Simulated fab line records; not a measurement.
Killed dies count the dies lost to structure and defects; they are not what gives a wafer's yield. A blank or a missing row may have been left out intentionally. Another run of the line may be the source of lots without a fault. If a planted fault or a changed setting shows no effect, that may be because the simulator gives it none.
Which tool is to blame? | flow berkeley cmos170 | 42 wafers from 14 lots sampled at 2 of the route's 331 steps

WHAT THE GAUGES READ, wafer by wafer
UCB170_V1_THK_MEAS_01.
lot  | measured     | on            | V1_TEOS_THK (nm)
L916 | day 8 08:08  | film metro-04 | 2006 2035 2005
L918 | day 8 09:29  | film metro-03 | 2015 2016 2027
L917 | day 8 11:44  | film metro-04 | 1969 1970 1997
L920 | day 9 12:00  | film metro-04 | 1996 1996 2052
L923 | day 9 15:02  | film metro-03 | 2001 2030 2016
L922 | day 9 16:23  | film metro-03 | 1988 1997 1990
L925 | day 9 23:57  | film metro-04 | 2024 1998 2004
L924 | day 10 01:18 | film metro-04 | 1961 1997 1988
L927 | day 10 11:49 | film metro-03 | 1953 2003 2009
L928 | day 10 13:09 | film metro-02 | 1994 1995 2022
L930 | day 11 05:22 | film metro-04 | 1969 1985 2009
L932 | day 11 06:43 | film metro-02 | 2030 2031 2021
L937 | day 12 07:39 | film metro-02 | 2531 2553 2541 2532 2551 2541
L938 | day 12 23:22 | film metro-04 | 2513 2540 2557 2514 2540 2555

WHICH TOOL RAN EACH LOT (tool, then ch and the chambers of the sampled wafers, then the start)
lot  | UCB170_V1_CVD_00
L916 | pecvd-01 ch 1,2, day 8 07:59
L918 | pecvd-03 ch 0,1, day 8 09:19
L917 | pecvd-02 ch 0,1,2, day 8 11:34
L920 | pecvd-01 ch 0,1,2, day 9 11:51
L923 | pecvd-02 ch 1,2, day 9 14:53
L922 | pecvd-03 ch 0,1,2, day 9 16:13
L925 | pecvd-01 ch 1,2, day 9 23:47
L924 | pecvd-03 ch 0,2, day 10 01:08
L927 | pecvd-02 ch 0,1,2, day 10 11:39
L928 | pecvd-01 ch 0,2, day 10 12:59
L930 | pecvd-03 ch 0,2, day 11 05:13
L932 | pecvd-01 ch 0,1,2, day 11 06:37
L937 | pecvd-01 ch 0,1,2, day 12 07:32
L938 | pecvd-01 ch 1,2, day 12 23:13
- UCB170_V1_CVD_00: deposits SiO2 from TEOS/O2, target thk 2000 nm, time 250 s.

AS READ BY THE TOOLS THEMSELVES (means over the sampled wafers that have a number; for cases with no such wafer, the mark the record gives instead)
UCB170_V1_CVD_00.
lot  | tool     | heater power w (W)
L916 | pecvd-01 | 256
L918 | pecvd-03 | 193
L917 | pecvd-02 | 274
L920 | pecvd-01 | 272
L923 | pecvd-02 | 285
L922 | pecvd-03 | 250
L925 | pecvd-01 | 231
L924 | pecvd-03 | 213
L927 | pecvd-02 | 294
L928 | pecvd-01 | 248
L930 | pecvd-03 | 247
L932 | pecvd-01 | 231
L937 | pecvd-01 | 199
L938 | pecvd-01 | 217

THE ANSWER, worked out from the rows above alone
Rule: the usual values come from the lots themselves. The widest of any qualifying gaps counts: lots, ordered by their means at a reading, are off when they make up no more than a third of the lots, leave a main group of 4 or more, and stand apart from it by 3 or more times the standard deviation of that group's means. Not used: any main group whose means are identical at the precision the tables above print for the reading. A lot without any number at a reading at which 4 lots or more have one is off too. The other lots that the step has rows for count as sound. After the gauges, taken in route order, come the tools' own readings; for these a lot's mean is taken, as printed above. The first step at which some lot is off is used, and at that step the reading that is off furthest; a lot without a number counts as furthest.
Off: at UCB170_V1_THK_MEAS_01 (V1_TEOS_THK), L937, L938. Main group: mean 2003 nm, sd 16.
If a tool, at a process step before that reading, ran all the lots that are off and no sound lot after the first of them, it fits. Those tools and the gauges at UCB170_V1_THK_MEAS_01 are tried in the same way. One fits: pecvd-01 at UCB170_V1_CVD_00. Its last sound lot is L932 (day 11 06:37), its first lot that is off L937 (day 12 07:32): a fault that began between those two fits.

WHAT HAD BEEN PUT IN BY THE SIMULATOR
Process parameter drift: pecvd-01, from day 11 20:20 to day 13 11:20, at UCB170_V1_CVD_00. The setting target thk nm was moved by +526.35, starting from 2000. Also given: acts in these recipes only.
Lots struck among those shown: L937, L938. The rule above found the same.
